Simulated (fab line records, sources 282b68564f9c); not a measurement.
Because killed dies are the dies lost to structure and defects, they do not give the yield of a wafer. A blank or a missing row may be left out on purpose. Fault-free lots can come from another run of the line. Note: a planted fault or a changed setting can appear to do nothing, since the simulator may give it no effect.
A struck lot beside a sound one | flow rit cmos | 15 steps out of a route of 202
Sound: wafers L826.2, L826.5, L826.6. Struck: wafers L828.1, L828.3, L828.6. The cause is named last.
Each step with rows lists, per side, the tool, then ch with its chambers, then its first start. Under that, the readings that differ: sound wafers | struck wafers | difference of the means | sigmas: that difference in standard deviations of wafers without a fault.
alike: same words and numbers on both sides, and readings whose means sit less than 2 such deviations apart. not compared: any withheld reading, any reading some wafer has no value for, any bound like >300 that may hide the same value, and any number with overlapping values for which the record gives no deviation.
Wherever a step has rows on one side only, a row that says differs or no value, or a row with sigmas, the two part there. Non-overlapping numbers with no deviation appear without sigmas and do not part them. Lack of a reading on every wafer of one side parts them only where that side has two or more wafers.

RIT_SILICIDE_RTA_06: time 10 s, ramp up 5 s, ramp down 10 s.
  sound on rtp anneal-02 ch 0, day 5 23:05; struck on rtp anneal-01 ch 0, day 6 07:33
  alike: wafer_temp_C_max
RIT_CONTACT_CVD_00: deposits SiO2 from TEOS, target thk 400 nm, time 61 s.
  sound on pecvd-02 ch 0,1,2, day 5 23:08; struck on pecvd-02 ch 0,2, day 6 07:37
  alike: heater power w, rf fwd power W, susceptor temp C
RIT_CONTACT_THK_MEAS_01:
  sound: film metro-04 at day 5 23:12; struck: film metro-03 at day 6 07:40
  alike: CONTACT_TEOS_THK
then, 6 steps without rows for these wafers: RIT_CONTACT_HMDS_02 (prime time 60 s); RIT_CONTACT_COAT_03 (resist thk 1000 nm); RIT_CONTACT_SOFTBAKE_04 (time 60 s); RIT_CONTACT_EXPOSE_05 (exposes mask M11, target cd 1000 nm); RIT_CONTACT_PEB_06; RIT_CONTACT_DEVELOP_07 (develop time 120 s).
RIT_CONTACT_CD_MEAS_08 targets a cd of 1000 nm.
  sound: cd sem-01 at day 6 00:22; struck: cd sem-02 at day 6 09:03
  alike: cd nm
RIT_CONTACT_OVL_MEAS_09:
  sound: overlay-02 at day 6 00:28; struck: overlay-02 at day 6 09:10
  alike: CONTACT_OVL
then, 1 step without rows for these wafers: RIT_CONTACT_HARDBAKE_10 (time 60 s).
RIT_CONTACT_ETCH_11: etches SiO2 in CHF3/CF4/Ar, stops on TiSi2, target depth 480 nm, time 320 s.
  sound on rie diel-01 ch 0,2,3, day 6 00:39; struck on rie diel-01 ch 1,2,3, day 6 09:23
  reading                                      | sound             | struck            | difference | sigmas
  rf fwd power W (W)                           | 199.4 199.5 199.9 | 299.8 298.5 298.4 | +99.3      | +99 or more
  model.NOVOLAK_of_CONTACT_COAT_03.thk nm (nm) | 767.6 770.7 772.7 | 743.5 743.5 740.4 | -27.9      |
  alike: cf4 flow sccm, drypump motor current A, oes product au, throttle valve pct
  not compared: rf hours counter h
RIT_CONTACT_STRIP_12: strips in O2, time 180 s.
  sound on plasma asher-04 ch 0,1, day 6 00:51; struck on plasma asher-03 ch 0,1, day 6 09:35
  alike: drypump motor current A
  not compared: rf hours counter h
RIT_M1_PROBE_99:
  sound: prober-02 at day 6 06:35; struck: prober-01 at day 6 14:22
  alike: killed at contacts, killed at front end, killed dies, killed open, killed short

== WHERE THEY PART ==
At RIT_CONTACT_ETCH_11 and nowhere else, as far as this record goes. Later steps at which nothing parts them and some readings are alike: RIT_CONTACT_STRIP_12, RIT_M1_PROBE_99.

WHY: what had been put in by the simulator
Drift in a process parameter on rie diel-01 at RIT_CONTACT_ETCH_11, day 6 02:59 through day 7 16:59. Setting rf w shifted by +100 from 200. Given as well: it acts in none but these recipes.
